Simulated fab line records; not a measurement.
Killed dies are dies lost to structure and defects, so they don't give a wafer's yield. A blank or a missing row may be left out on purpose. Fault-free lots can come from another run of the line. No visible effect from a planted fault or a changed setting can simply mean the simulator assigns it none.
A sampling plan put to the test ; flow berkeleyCmos170 ; one fab line, 31 faults that these records tell of, each judged on the records of the lots that it struck
Plan = the line's own looks (route steps where a gauge or an inspection reads the wafer without altering it). A look is open to judgement when struck wafers have a number at it and the file gives its usual mean and standard deviation on fault-free wafers. Caught: 4 or more of those standard deviations (sigma) separate the usual mean from the mean of the struck wafers at a look after the fault's first step. On the tool: the same test on the tool's own readings at the fault's steps. Another recipe on the struck wafers, or a record that is blank for them alone, also counts as caught.

== THE FAULTS, as the simulator had put them in ==
1. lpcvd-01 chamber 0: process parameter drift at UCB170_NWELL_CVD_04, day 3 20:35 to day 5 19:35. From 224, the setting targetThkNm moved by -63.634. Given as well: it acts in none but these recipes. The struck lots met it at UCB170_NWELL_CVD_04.
2. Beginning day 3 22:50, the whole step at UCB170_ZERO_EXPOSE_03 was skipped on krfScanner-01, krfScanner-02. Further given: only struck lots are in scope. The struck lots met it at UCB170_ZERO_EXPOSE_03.
3. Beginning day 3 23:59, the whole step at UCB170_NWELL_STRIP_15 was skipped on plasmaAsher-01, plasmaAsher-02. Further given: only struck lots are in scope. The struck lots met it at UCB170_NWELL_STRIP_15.
4. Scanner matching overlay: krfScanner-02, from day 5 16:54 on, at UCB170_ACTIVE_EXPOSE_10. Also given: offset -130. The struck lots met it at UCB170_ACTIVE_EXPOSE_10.
5. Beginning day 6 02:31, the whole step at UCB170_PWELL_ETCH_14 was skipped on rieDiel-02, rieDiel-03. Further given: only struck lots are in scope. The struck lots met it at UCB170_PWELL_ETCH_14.
6. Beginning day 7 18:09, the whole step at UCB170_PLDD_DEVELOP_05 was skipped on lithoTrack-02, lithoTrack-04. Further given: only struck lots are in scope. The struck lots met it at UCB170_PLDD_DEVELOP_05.
7. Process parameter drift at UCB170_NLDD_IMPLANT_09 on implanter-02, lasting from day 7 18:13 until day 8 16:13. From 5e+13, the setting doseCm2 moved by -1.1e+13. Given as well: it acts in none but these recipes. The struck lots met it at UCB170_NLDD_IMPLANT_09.
8. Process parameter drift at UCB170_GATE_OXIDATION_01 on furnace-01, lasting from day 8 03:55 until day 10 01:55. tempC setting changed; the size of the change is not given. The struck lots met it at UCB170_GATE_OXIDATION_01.
9. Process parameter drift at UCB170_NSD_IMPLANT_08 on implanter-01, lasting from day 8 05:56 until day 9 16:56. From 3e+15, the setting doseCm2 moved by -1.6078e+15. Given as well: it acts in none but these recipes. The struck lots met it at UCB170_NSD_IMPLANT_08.
10. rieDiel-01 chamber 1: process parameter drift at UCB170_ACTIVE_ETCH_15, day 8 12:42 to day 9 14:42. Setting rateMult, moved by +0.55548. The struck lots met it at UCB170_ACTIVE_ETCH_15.
11. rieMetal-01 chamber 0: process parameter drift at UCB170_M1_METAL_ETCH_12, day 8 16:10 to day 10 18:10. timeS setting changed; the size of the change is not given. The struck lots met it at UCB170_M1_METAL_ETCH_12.
12. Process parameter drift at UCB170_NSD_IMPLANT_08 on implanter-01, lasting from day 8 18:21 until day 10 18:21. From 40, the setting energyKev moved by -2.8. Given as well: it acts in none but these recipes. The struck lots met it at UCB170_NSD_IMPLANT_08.
13. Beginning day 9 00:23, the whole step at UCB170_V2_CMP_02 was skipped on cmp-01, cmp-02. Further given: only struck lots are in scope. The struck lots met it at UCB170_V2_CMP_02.
14. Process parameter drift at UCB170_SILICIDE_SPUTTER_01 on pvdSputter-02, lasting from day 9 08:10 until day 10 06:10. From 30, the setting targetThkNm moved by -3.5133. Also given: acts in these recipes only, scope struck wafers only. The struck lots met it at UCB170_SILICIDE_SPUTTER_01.
15. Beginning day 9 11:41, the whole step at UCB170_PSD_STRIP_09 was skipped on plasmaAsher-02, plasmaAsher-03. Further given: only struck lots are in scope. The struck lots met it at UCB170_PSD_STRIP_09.
16. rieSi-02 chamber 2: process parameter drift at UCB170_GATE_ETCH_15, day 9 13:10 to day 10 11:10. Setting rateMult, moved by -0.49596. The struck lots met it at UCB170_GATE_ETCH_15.
17. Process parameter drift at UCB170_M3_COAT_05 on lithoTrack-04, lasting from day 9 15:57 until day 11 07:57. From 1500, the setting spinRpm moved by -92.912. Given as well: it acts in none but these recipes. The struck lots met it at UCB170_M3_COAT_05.
18. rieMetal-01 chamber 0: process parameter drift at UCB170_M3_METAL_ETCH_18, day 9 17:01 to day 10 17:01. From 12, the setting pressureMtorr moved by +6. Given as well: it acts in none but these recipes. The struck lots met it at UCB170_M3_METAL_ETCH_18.
19. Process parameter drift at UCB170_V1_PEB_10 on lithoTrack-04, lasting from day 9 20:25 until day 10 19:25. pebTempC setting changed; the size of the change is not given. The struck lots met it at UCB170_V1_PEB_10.
20. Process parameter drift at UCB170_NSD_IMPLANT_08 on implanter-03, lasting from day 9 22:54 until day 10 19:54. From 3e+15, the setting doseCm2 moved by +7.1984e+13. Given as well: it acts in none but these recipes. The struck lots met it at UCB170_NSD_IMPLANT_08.
21. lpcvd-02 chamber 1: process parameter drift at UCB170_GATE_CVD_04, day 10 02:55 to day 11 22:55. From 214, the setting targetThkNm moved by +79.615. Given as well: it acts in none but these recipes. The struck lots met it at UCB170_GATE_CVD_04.
22. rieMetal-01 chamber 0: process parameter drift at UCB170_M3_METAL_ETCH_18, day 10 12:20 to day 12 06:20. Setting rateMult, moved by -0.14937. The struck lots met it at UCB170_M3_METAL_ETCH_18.
23. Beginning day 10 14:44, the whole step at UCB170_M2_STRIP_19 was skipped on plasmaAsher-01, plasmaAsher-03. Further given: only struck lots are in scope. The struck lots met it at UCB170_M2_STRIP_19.
24. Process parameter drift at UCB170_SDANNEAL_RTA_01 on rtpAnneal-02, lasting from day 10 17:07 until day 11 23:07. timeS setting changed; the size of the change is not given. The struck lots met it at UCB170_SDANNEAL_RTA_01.
25. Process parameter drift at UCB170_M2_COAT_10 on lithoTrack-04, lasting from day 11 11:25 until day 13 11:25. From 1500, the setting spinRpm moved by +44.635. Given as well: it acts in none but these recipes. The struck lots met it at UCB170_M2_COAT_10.
26. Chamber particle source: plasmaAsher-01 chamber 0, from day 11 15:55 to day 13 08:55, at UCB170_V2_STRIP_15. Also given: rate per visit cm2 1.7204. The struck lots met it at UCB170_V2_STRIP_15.
27. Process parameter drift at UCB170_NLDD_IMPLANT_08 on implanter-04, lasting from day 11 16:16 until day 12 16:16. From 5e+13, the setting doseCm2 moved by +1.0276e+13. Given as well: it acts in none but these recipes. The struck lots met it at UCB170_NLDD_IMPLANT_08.
28. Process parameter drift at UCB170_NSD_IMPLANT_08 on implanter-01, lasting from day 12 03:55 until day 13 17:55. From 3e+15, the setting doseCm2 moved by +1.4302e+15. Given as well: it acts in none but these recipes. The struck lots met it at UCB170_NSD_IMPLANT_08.
29. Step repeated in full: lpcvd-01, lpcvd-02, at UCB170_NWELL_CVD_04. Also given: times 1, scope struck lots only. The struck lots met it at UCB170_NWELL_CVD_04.
30. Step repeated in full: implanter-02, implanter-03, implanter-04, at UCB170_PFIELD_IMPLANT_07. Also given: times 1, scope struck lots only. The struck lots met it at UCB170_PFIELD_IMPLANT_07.
31. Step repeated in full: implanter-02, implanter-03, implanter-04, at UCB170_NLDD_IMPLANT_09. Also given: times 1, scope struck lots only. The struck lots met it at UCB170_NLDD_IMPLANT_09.

== WHAT THE PLAN SAW ==
fault;on the tool itself;first look that catches it;reading, sigma;median hours from its first step to that look;hours from the fault's start to the first struck lot there;judged looks passed uncaught
1;no reading that can be judged;UCB170_NWELL_THK_MEAS_05;NWELL_NITRIDE_THK -31;1.9;15;0
2;no reading that can be judged;no look after it can be judged;-;-;-;0
3;no reading that can be judged;not the one look that can be judged after it;-;-;-;1
4;under 2 sigma;UCB170_ACTIVE_OVL_MEAS_14;ACTIVE_OVL -27;0.5;12;0
5;the tool's record is blank for the struck wafers;no look after it can be judged;-;-;-;0
6;no reading that can be judged;no look after it can be judged;-;-;-;0
7;doseIonsCm2 -99 or beyond sigma;UCB170_SDANNEAL_RS_MEAS_05;NLDD_RS +41;13.7;14;1
8;tubeCenterTempC -99 or beyond sigma;UCB170_GATE_THK_MEAS_02;GATE_OXIDE_THK -5.1;1.5;29;0
9;doseIonsCm2 -99 or beyond sigma;UCB170_NSD_TW_MEAS_10;NSD_TW -9.6;0.2;1;0
10;under 2 sigma;no look after it can be judged;-;-;-;0
11;runLengthS -54 sigma;UCB170_M1_CD_MEAS_90;cdNm +4.6;0.3;2;0
12;beamEnergyKeV -99 or beyond sigma;UCB170_SDANNEAL_RS_MEAS_03;NSD_RS +9.2;1.5;14;0
13;the tool's record is blank for the struck wafers;UCB170_V2_THK_MEAS_04;V2_POLISHED_THK +99 or beyond;0.4;2;1
14;under 2 sigma;UCB170_SILICIDE_RS_MEAS_02;SILICIDE_TI_RS +13;0.1;1;0
15;the tool's record is blank for the struck wafers;UCB170_NSD_TW_MEAS_10;NSD_TW -96;3.0;11;0
16;oesProductAu -13 sigma;not the one look that can be judged after it;-;-;-;1
17;spinSpeedRpm -84 sigma;no look after it can be judged;-;-;-;0
18;chamberPressureMTorr +99 or beyond sigma;no look after it can be judged;-;-;-;0
19;heaterPowerTotalW +26 sigma;UCB170_V1_CD_MEAS_12;cdNm +9.2;0.3;2;0
20;doseIonsCm2 +21 sigma;not the one look that can be judged after it;strongest: NSD_RS at UCB170_SDANNEAL_RS_MEAS_03, -3.5;-;-;1
21;under 2 sigma;UCB170_GATE_THK_MEAS_05;GATE_POLY_THK +49;1.4;9;0
22;under 2 sigma;not the one look that can be judged after it;strongest: cdNm at UCB170_M3_CD_MEAS_90, +3.6;-;-;1
23;the tool's record is blank for the struck wafers;no look after it can be judged;-;-;-;0
24;under 2 sigma;UCB170_SDANNEAL_RS_MEAS_02;PSD_RS -60;0.1;0;0
25;spinSpeedRpm +45 sigma;none of the 2 looks that can be judged after it;-;-;-;2
26;under 2 sigma;none of the 7 looks that can be judged after it;-;-;-;7
27;doseIonsCm2 +99 or beyond sigma;UCB170_SDANNEAL_RS_MEAS_05;NLDD_RS -33;14.6;18;0
28;doseIonsCm2 +99 or beyond sigma;UCB170_SDANNEAL_RS_MEAS_03;NSD_RS -51;1.5;7;1
29;under 2 sigma;UCB170_NWELL_THK_MEAS_05;NWELL_NITRIDE_THK +99 or beyond;4.0;-;0
30;under 2 sigma;UCB170_PFIELD_TW_MEAS_09;PFIELD_TW +21;0.6;-;0
31;no reading that can be judged;UCB170_NLDD_TW_MEAS_11;NLDD_TW +11;0.7;-;0
A dash: the fault is not caught, or the number is missing from these records.

Caught at a look: 18 of 31. Caught on the tool: 17 of 31. By one or the other: 25 of 31.
On the tool alone, faults 5, 16, 17, 18, 20, 23, 25 were caught.
Caught at a look alone: faults 1, 4, 14, 21, 24, 29, 30, 31.
Caught by neither: faults 2, 3, 6, 10, 22, 26.

== THINNER SAMPLING ==
If the look that catches a fault measured only every second or every third lot, by lot number, the first struck lot would be measured this late in the worst case:
fault;struck lots at that look, in order of time;every lot;every second lot;every third lot
1;L324, L325, L326, L327;15 h;23 h;23 h
4;L754, L755, L759;12 h;15 h;32 h
7;L838, L839;14 h;14 h;may miss all 2
8;L894, L896;29 h;may miss all 2;may miss all 2
9;L567, L568;1 h;25 h;may miss all 2
11;L870, L875;2 h;24 h;may miss all 2
12;L594, L598, L599;14 h;47 h;47 h
13;L329, L326, L327;2 h;3 h;may miss all 3
14;L175;1 h;may miss it;may miss it
15;L196, L194, L195;11 h;28 h;28 h
19;L982, L984;2 h;may miss all 2;may miss all 2
21;L256, L257;9 h;9 h;may miss all 2
24;L758, L761, L760;0 h;13 h;may miss all 3
27;L200, L196;18 h;may miss all 2;may miss all 2
28;L999, L997;7 h;may miss all 2;may miss all 2
The hour figures run from when the fault began to the first measured lot among those it struck. The test against the limit of 4 sigma pooled every struck wafer, which means one lot taken alone may stay below that limit. Other struck lots may not be in these records.

== THE LONGEST TIMED WAY FROM STEP TO LOOK ==
Fault 27: the median time between UCB170_NLDD_IMPLANT_08 and UCB170_SDANNEAL_RS_MEAS_05 is 14.6 hours. No look between them can be judged.
